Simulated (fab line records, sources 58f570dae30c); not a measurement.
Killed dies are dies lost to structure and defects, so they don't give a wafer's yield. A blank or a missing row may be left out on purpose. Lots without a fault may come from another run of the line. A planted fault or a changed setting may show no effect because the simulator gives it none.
Which tool did it? | flow berkeley_cmos170 | 14 lots, 42 wafers sampled, at 4 steps of a route of 331

WHAT THE GAUGES READ, wafer by wafer
UCB170_ACTIVE_THK_MEAS_06. Usual: ACTIVE_NITRIDE_THK 219.8 nm, standard deviation 1.9.
lot  | measured    | on            | ACTIVE_NITRIDE_THK (nm) | flag
L496 | day 5 08:29 | film_metro-01 | 220.1 218.7 220.4       |
L497 | day 5 17:31 | film_metro-04 | 220.1 219.7 218.7       |
L498 | day 5 17:31 | film_metro-01 | 219.5 219.7 218.6       |
L499 | day 5 22:56 | film_metro-04 | 220.5 222.5 221.3       |
L502 | day 5 22:56 | film_metro-01 | 220.1 219.0 220.1       |
L503 | day 6 18:01 | film_metro-02 | 220.4 221.3 218.6       |
L510 | day 7 04:05 | film_metro-02 | 220.3 219.9 220.0       |
L507 | day 7 04:08 | film_metro-04 | 217.9 218.0 217.4       |
L509 | day 7 04:08 | film_metro-01 | 218.5 217.6 219.8       |
L508 | day 7 04:10 | film_metro-02 | 218.1 220.1 219.2       |
L511 | day 7 15:03 | film_metro-01 | 222.7 221.8 221.8       |
L513 | day 8 05:05 | film_metro-02 | 221.0 218.7 221.7       |
L516 | day 8 15:37 | film_metro-04 | 220.9 220.9 219.8       |
L517 | day 9 05:56 | film_metro-01 | 221.7 220.9 218.4       |

UCB170_NVT_TW_MEAS_09. Usual: NVT_TW 525, standard deviation 5.1.
lot  | measured     | on            | NVT_TW      | flag
L496 | day 6 20:30  | film_metro-02 | 517 518 519 |
L497 | day 7 04:42  | film_metro-04 | 529 526 531 |
L498 | day 7 04:58  | film_metro-02 | 526 527 524 |
L499 | day 7 14:05  | film_metro-04 | 530 531 528 |
L502 | day 7 14:02  | film_metro-03 | 519 520 519 |
L503 | day 8 09:32  | film_metro-04 | 30 30 30    | OFF
L510 | day 8 22:56  | film_metro-04 | 529 527 528 |
L507 | day 8 22:50  | film_metro-02 | 30 30 30    | OFF
L509 | day 8 22:43  | film_metro-02 | 526 526 526 |
L508 | day 8 23:01  | film_metro-02 | 526 528 525 |
L511 | day 9 14:03  | film_metro-04 | 531 528 530 |
L513 | day 10 06:08 | film_metro-03 | 517 516 513 |
L516 | day 10 12:25 | film_metro-04 | 530 528 531 |
L517 | day 11 02:56 | film_metro-02 | 523 522 525 |

UCB170_GATE_CD_MEAS_90: target cd 350 nm. Usual: cd_nm 349.8 nm, standard deviation 1.5.
lot  | measured     | on        | cd_nm (nm)        | flag
L496 | day 7 12:02  | cd_sem-02 | 349.5 350.8 349.3 |
L497 | day 7 20:34  | cd_sem-02 | 350.4 350.4 352.3 |
L498 | day 7 20:25  | cd_sem-02 | 346.3 346.0 347.8 |
L499 | day 8 05:36  | cd_sem-02 | 349.8 352.0 351.5 |
L502 | day 8 05:46  | cd_sem-02 | 348.6 350.5 350.6 |
L503 | day 9 08:59  | cd_sem-02 | 347.2 348.2 349.3 |
L510 | day 9 23:59  | cd_sem-02 | 350.6 349.0 348.2 |
L507 | day 9 23:50  | cd_sem-02 | 350.2 352.1 350.4 |
L509 | day 9 23:22  | cd_sem-02 | 347.9 348.5 349.1 |
L508 | day 9 23:41  | cd_sem-01 | 351.0 348.1 348.8 |
L511 | day 10 09:09 | cd_sem-02 | 351.2 349.4 349.0 |
L513 | day 11 04:31 | cd_sem-02 | 348.3 351.0 349.7 |
L516 | day 11 05:29 | cd_sem-01 | 349.5 350.9 351.7 |
L517 | day 11 19:31 | cd_sem-02 | 351.5 349.8 346.5 |

WHICH TOOL RAN EACH LOT (tool, then ch and the chambers of the sampled wafers, then the start)
lot  | UCB170_NVT_DEVELOP_05
L496 | litho_track-03 ch 0, day 6 20:00
L497 | litho_track-04 ch 0, day 7 04:00
L498 | litho_track-04 ch 0, day 7 04:00
L499 | litho_track-01 ch 0, day 7 13:00
L502 | litho_track-04 ch 0, day 7 13:00
L503 | litho_track-01 ch 0, day 8 09:00
L510 | litho_track-04 ch 0, day 8 22:00
L507 | litho_track-01 ch 0, day 8 22:00
L509 | litho_track-03 ch 0, day 8 22:00
L508 | litho_track-03 ch 0, day 8 22:00
L511 | litho_track-04 ch 0, day 9 13:00
L513 | litho_track-03 ch 0, day 10 05:00
L516 | litho_track-04 ch 0, day 10 12:00
L517 | litho_track-03 ch 0, day 11 02:00
- UCB170_NVT_DEVELOP_05: develop time 45 s.

WHAT THE TOOLS THEMSELVES READ (means of the sampled wafers that have a number; where no wafer has one, the mark that the record gives instead)
UCB170_NVT_DEVELOP_05. Usual: chill_plate_temp_C 23.01 C, standard deviation 0.1.
lot  | tool           | chill_plate_temp_C (C) | flag
L496 | litho_track-03 | 23.10                  |
L497 | litho_track-04 | 22.83                  |
L498 | litho_track-04 | 22.90                  |
L499 | litho_track-01 | 22.99                  |
L502 | litho_track-04 | 23.06                  |
L503 | litho_track-01 | 22.96                  |
L510 | litho_track-04 | 23.03                  |
L507 | litho_track-01 | 23.01                  |
L509 | litho_track-03 | 22.90                  |
L508 | litho_track-03 | 22.97                  |
L511 | litho_track-04 | 22.95                  |
L513 | litho_track-03 | 23.10                  |
L516 | litho_track-04 | 23.11                  |
L517 | litho_track-03 | 22.95                  |

THE ANSWER, worked out from the rows above alone
Rule: a lot is off if the mean of its wafers that have a number lies more than 3 standard deviations from the usual mean. A lot without any number at a reading at which 4 lots or more have one is off too. The other lots that the step has rows for count as sound. The gauges are gone through in route order, then the tools' own readings, and for those a lot's mean is taken as printed above. The first step at which some lot is off is used, and at that step the reading that is off furthest; a lot without a number counts as furthest.
Off: L503, L507, at UCB170_NVT_TW_MEAS_09 (NVT_TW).
A tool fits if, at a process step before that reading, it ran every lot that is off, and no sound lot after the first of them. The gauges at UCB170_NVT_TW_MEAS_09 are tried like those tools. One fits: litho_track-01 at UCB170_NVT_DEVELOP_05. Its last sound lot is L499 (day 7 13:00), its first lot that is off L503 (day 8 09:00): a fault that began between those two fits.

WHAT THE SIMULATOR HAD PUT IN
Process parameter drift: litho_track-01, from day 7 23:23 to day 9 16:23, at UCB170_NVT_DEVELOP_05. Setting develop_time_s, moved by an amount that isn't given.
Lots struck among those shown: L503, L507. The rule above found the same.
